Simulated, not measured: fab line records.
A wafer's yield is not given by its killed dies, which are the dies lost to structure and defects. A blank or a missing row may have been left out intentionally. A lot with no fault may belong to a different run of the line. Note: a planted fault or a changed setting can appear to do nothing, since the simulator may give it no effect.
Which tool was responsible? / flow rit-cmos / 45 wafers from 15 lots sampled at 2 of the route's 202 steps

== WHAT EACH GAUGE READ, for each wafer ==
RIT_NSD_OVL_MEAS_06. Usual: for NSD_OVL the level is 0.0 nm and the standard deviation is 1.4.
lot=L119; measured=day 4 02:18; on=overlay-01; NSD_OVL (nm)=0.0 0.2 -1.5; flag=
lot=L121; measured=day 4 07:05; on=overlay-01; NSD_OVL (nm)=-1.9 0.9 -0.9; flag=
lot=L123; measured=day 4 12:06; on=overlay-02; NSD_OVL (nm)=0.6 0.6 0.9; flag=
lot=L124; measured=day 4 20:27; on=overlay-02; NSD_OVL (nm)=-1.2 -0.9 -1.5; flag=
lot=L126; measured=day 4 23:46; on=overlay-01; NSD_OVL (nm)=1.5 3.4 1.2; flag=
lot=L127; measured=day 5 02:25; on=overlay-02; NSD_OVL (nm)=-0.2 1.3 1.1; flag=
lot=L128; measured=day 5 08:09; on=overlay-01; NSD_OVL (nm)=-1.8 -1.5 1.4; flag=
lot=L129; measured=day 5 12:41; on=overlay-02; NSD_OVL (nm)=1.8 -1.3 0.3; flag=
lot=L131; measured=day 5 22:40; on=overlay-01; NSD_OVL (nm)=1.2 -0.5 -0.1; flag=
lot=L132; measured=day 6 05:17; on=overlay-02; NSD_OVL (nm)=1.6 0.7 0.7; flag=
lot=L133; measured=day 6 07:13; on=overlay-02; NSD_OVL (nm)=358.4 356.6 357.3 358.2 356.5 358.1; flag=OFF
lot=L136; measured=day 6 23:57; on=overlay-01; NSD_OVL (nm)=3.5 1.2 0.4; flag=
lot=L138; measured=day 7 05:53; on=overlay-01; NSD_OVL (nm)=360.3 360.6 360.3 360.1 360.6 360.4; flag=OFF
lot=L139; measured=day 7 18:19; on=overlay-01; NSD_OVL (nm)=1.0 1.3 3.2; flag=
lot=L140; measured=day 7 19:39; on=overlay-02; NSD_OVL (nm)=360.0 360.2 361.9 359.6 360.0 362.1; flag=OFF

== WHICH TOOL RAN EACH LOT (tool, then ch and the chambers of the sampled wafers, then the start) ==
lot=L119; RIT_NSD_EXPOSE_03=iline-stepper-01 ch 0, day 4 01:54
lot=L121; RIT_NSD_EXPOSE_03=iline-stepper-02 ch 0, day 4 06:38
lot=L123; RIT_NSD_EXPOSE_03=iline-stepper-02 ch 0, day 4 11:42
lot=L124; RIT_NSD_EXPOSE_03=iline-stepper-02 ch 0, day 4 20:04
lot=L126; RIT_NSD_EXPOSE_03=iline-stepper-01 ch 0, day 4 23:22
lot=L127; RIT_NSD_EXPOSE_03=iline-stepper-01 ch 0, day 5 02:02
lot=L128; RIT_NSD_EXPOSE_03=iline-stepper-02 ch 0, day 5 07:46
lot=L129; RIT_NSD_EXPOSE_03=iline-stepper-01 ch 0, day 5 12:18
lot=L131; RIT_NSD_EXPOSE_03=iline-stepper-02 ch 0, day 5 22:14
lot=L132; RIT_NSD_EXPOSE_03=iline-stepper-01 ch 0, day 6 04:55
lot=L133; RIT_NSD_EXPOSE_03=iline-stepper-02 ch 0, day 6 06:49
lot=L136; RIT_NSD_EXPOSE_03=iline-stepper-01 ch 0, day 6 23:31
lot=L138; RIT_NSD_EXPOSE_03=iline-stepper-02 ch 0, day 7 05:31
lot=L139; RIT_NSD_EXPOSE_03=iline-stepper-01 ch 0, day 7 17:55
lot=L140; RIT_NSD_EXPOSE_03=iline-stepper-02 ch 0, day 7 19:15
- RIT_NSD_EXPOSE_03: exposes mask M9, target cd 40700 nm.

== AS READ BY THE TOOLS THEMSELVES (means over the sampled wafers that have a number; for cases with no such wafer, the mark the record gives instead) ==
The record holds no such reading with a usual standard deviation.

== THE ANSWER, worked out from the rows above alone ==
Rule: take the mean of a lot's wafers that have a number; if it is more than 3 standard deviations from the usual mean, the lot is off. A lot without any number at a reading at which 4 lots or more have one is off too. The other lots that the step has rows for count as sound. Order of review: gauges by route order, followed by the tools' own readings, for which a lot's mean as printed above is used. At the first step where some lot is off, the reading lying furthest off is the one used; lots without a number count as furthest.
Off: L133, L138, L140, at RIT_NSD_OVL_MEAS_06 (NSD_OVL).
A tool fits if, at a process step before that reading, it ran every lot that is off, and no sound lot after the first of them. The gauges at RIT_NSD_OVL_MEAS_06 are tried like those tools. One candidate fits, namely iline-stepper-02 at RIT_NSD_EXPOSE_03. A fault onset in the window from L131 (day 5 22:14, its last sound lot) to L133 (day 6 06:49, its first lot off) fits.

== WHAT THE SIMULATOR PUT IN ==
Scanner matching overlay: iline-stepper-02, from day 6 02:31 on, at RIT_NSD_EXPOSE_03. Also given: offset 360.
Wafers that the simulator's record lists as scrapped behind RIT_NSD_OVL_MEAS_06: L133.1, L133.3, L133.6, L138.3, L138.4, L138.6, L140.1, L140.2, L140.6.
Shown lots that were struck: L133, L138, L140. The same result came from the rule above.
